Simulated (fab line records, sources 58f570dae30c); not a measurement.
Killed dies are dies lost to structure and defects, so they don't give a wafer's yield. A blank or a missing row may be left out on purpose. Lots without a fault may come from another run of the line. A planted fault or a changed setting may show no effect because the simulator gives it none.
One fault seen from 2 desks | flow berkeley_cmos170 | each desk has only its own numbers; what lay behind them comes last

THE METROLOGY DESK
What the gauges read, lot by lot, whatever tool the lot ran on: means of the sampled wafers that have a number. A lot is out of limits, marked OUT, if its mean lies more than 4 standard deviations from the usual mean; the brackets give that distance.
Columns: A = CONTACT_OVL at UCB170_CONTACT_OVL_MEAS_16, usual 0 nm; B = cd_nm at UCB170_M1_CD_MEAS_90, usual 700.3 nm; C = M2_AL_RS at UCB170_M2_RS_MEAS_02, usual 0.03217 ohm/sq; D = M2_AL_THK at UCB170_M2_THK_MEAS_03, usual 890 nm
lot  | first seen here | A  | B     | C                  | D
L458 | day 8 03:46     | 3  | 699.4 | 0.03175            | 910
L460 | day 8 04:13     | 0  | 700.4 | 0.03220            | 893
L462 | day 9 07:47     | 0  | 699.8 | 0.03224            | 896
L465 | day 9 10:11     | -0 | 702.7 | 0.03198            | 900
L467 | day 9 19:52     | -1 | 698.6 | 0.03224            | 881
L466 | day 9 20:34     | -4 | 698.6 | 0.03258            | 891
L468 | day 10 07:05    | -2 | 698.2 | 0.03216            | 889
L470 | day 10 07:10    | 2  | 700.6 | 0.03210            | 886
L471 | day 10 20:07    | 1  | 701.6 | 0.03184            | 895
L475 | day 11 01:47    | -7 | 698.5 | 0.03346 (+4.6) OUT | 854
L479 | day 12 02:40    | 4  | 701.4 | 0.03220            | 885
L478 | day 12 02:41    | -1 | 698.7 | 0.03352 (+4.8) OUT | 853
L480 | day 12 18:59    | -1 | 703.1 | 0.03222            | 884
L481 | day 12 19:19    | -5 | 705.4 | 0.03186            | 895
This desk's finding: out of limits on L475, L478; first on L475, day 11 11:01 (M2_AL_RS at UCB170_M2_RS_MEAS_02). In limits: L458, L460, L462, L465, L467, L466, L468, L470, L471, L479, L480, L481.

THE TOOL OWNER'S DESK: pvd_sputter-03
The tool's own readings at UCB170_M2_SPUTTER_01 (material Al, target thk 900 nm, time 120 s): means of the sampled wafers that have a number, for each lot that ran on this tool. A lot is out of limits, marked OUT, if its mean lies more than 4 standard deviations from the usual mean; the brackets give that distance.
Columns: A = throttle_valve_pct at UCB170_M2_SPUTTER_01, usual 29.7 %
lot  | first seen here | A
L458 | day 8 14:18     | 29.8
L466 | day 10 04:41    | 28.8
L468 | day 10 15:30    | 29.1
L475 | day 11 10:53    | 29.8
L478 | day 12 11:05    | 30.2
This desk's finding: nothing out of limits on any of the 5 lots.

PUT TOGETHER
The metrology desk could have raised an alarm at day 11 11:01, on L475, L478.
The tool owner's desk saw nothing out of limits.
The tool owner's desk has L475, L478 on record, within its limits.
Of the lots named, all ran UCB170_M2_SPUTTER_01 on pvd_sputter-03.

WHAT THE SIMULATOR HAD PUT IN
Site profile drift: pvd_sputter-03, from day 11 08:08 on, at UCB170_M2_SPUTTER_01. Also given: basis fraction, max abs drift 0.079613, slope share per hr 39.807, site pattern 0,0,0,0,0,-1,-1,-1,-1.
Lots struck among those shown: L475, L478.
Hours from the fault's start to each desk's first reading out of limits: the metrology desk, 3.
